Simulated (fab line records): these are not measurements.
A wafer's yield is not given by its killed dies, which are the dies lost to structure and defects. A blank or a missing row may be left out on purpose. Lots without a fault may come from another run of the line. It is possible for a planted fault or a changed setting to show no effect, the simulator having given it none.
8D (eight disciplines) problem report, filled in by code	flow ritCmos	the parts of the form that need people (team, actions taken, sign-off) are left out

1. THE PROBLEM
At RIT_SPACER_ETCHBACK_05, runLengthS averages 240.2 s over 2 wafers from 2 lots, while fault-free wafers read 268.2 s, standard deviation 0.46. Measured from the usual mean, that is -61 standard deviations.
The step: etches Si3N4 in SF6/CHF3, stops on SiO2, target depth 250 nm, time 240 s.
First seen on wafer L545.2, day 4 23:55, on rieDiel-02. The record holds 18 wafers of 6 lots with a number at this step. The rule behind "out" and "out of limits": a value lying over 4 standard deviations away from the usual mean. The other wafers with a number count as sound.

2. WHAT IT IS, AND WHAT IT ISN'T
question	is	is not
which readings at this step	runLengthS, oesProductAu	CHF3_flow_sccm, drypumpMotorCurrentA, throttleValvePct
which lots	L545, L548	L538, L549, L551, L555
which wafers of those lots	L545.2, L548.5	L545.3, L545.4, L548.1, L548.6
read on which tools	rieDiel-02	rieDiel-04
when	from day 4 23:55	up to then (5 sound wafers); but 11 sound wafers of L548, L549, L551, L555 came after

3. WHAT RULES OUT EACH SUSPECT
Counting: if a tool at a process step up to the reading ran every lot that is out, it stays a suspect. Sound lots after the first of them don't rule it out here, since some wafers of a struck lot are sound.
- rieDiel-02 at RIT_SPACER_ETCHBACK_05 (etches Si3N4 in SF6/CHF3, stops on SiO2, target depth 250 nm, time 240 s): kept. Ran every lot that is out, first one L545 (day 4 23:55); last sound lot up to then L538 (day 3 11:46). Out on those wafers are its own readings of oesProductAu, runLengthS.
- rieDiel-02, RIT_SPACER_ETCHBACK_05: wafers that are out in chamber 3, sound lot-mates in chambers 1, 2.
After counting, what remains is rieDiel-02 at RIT_SPACER_ETCHBACK_05.

4. THE CAUSE (what the simulator had put in)
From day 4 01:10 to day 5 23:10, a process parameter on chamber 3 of rieDiel-02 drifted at RIT_SPACER_ETCHBACK_05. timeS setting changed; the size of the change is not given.
The count eliminated every tool but this one.

5. THE CHAIN OF EFFECTS, in route order
Each row: a reading whose mean over the struck wafers that have a number lies more than 3 standard deviations from the usual. Scope: only readings with a usual standard deviation given in the record; hours: median across lots of the time from each lot's start at the first step in this table that gives one to its start at this step; sigmas: change in usual standard deviations.
hours	step	reading	usual	on struck wafers	change	sigmas
0	RIT_SPACER_ETCHBACK_05	oesProductAu	0.843 a.u.	0.986	+0.143	+11
0	RIT_SPACER_ETCHBACK_05	runLengthS	268.2 s	240.2	-28.0	-61
Here are the process steps it includes:
- RIT_SPACER_ETCHBACK_05: etches Si3N4 in SF6/CHF3, stops on SiO2, target depth 250 nm, time 240 s.
Later measuring or inspecting steps at which every struck wafer that the step has a row for has a number for every such reading, and none has moved that far: RIT_NSD_OVL_MEAS_06, RIT_NSD_TW_MEAS_10, RIT_PSD_OVL_MEAS_06, RIT_PSD_TW_MEAS_10, RIT_SDANNEAL_RS_MEAS_04, RIT_SDANNEAL_RS_MEAS_05, RIT_SDANNEAL_RS_MEAS_06.

6. WHAT WOULD HAVE CAUGHT IT SOONER
The fault began at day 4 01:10; the first out-of-limits reading in this record came at day 4 23:55, 23 hours later.
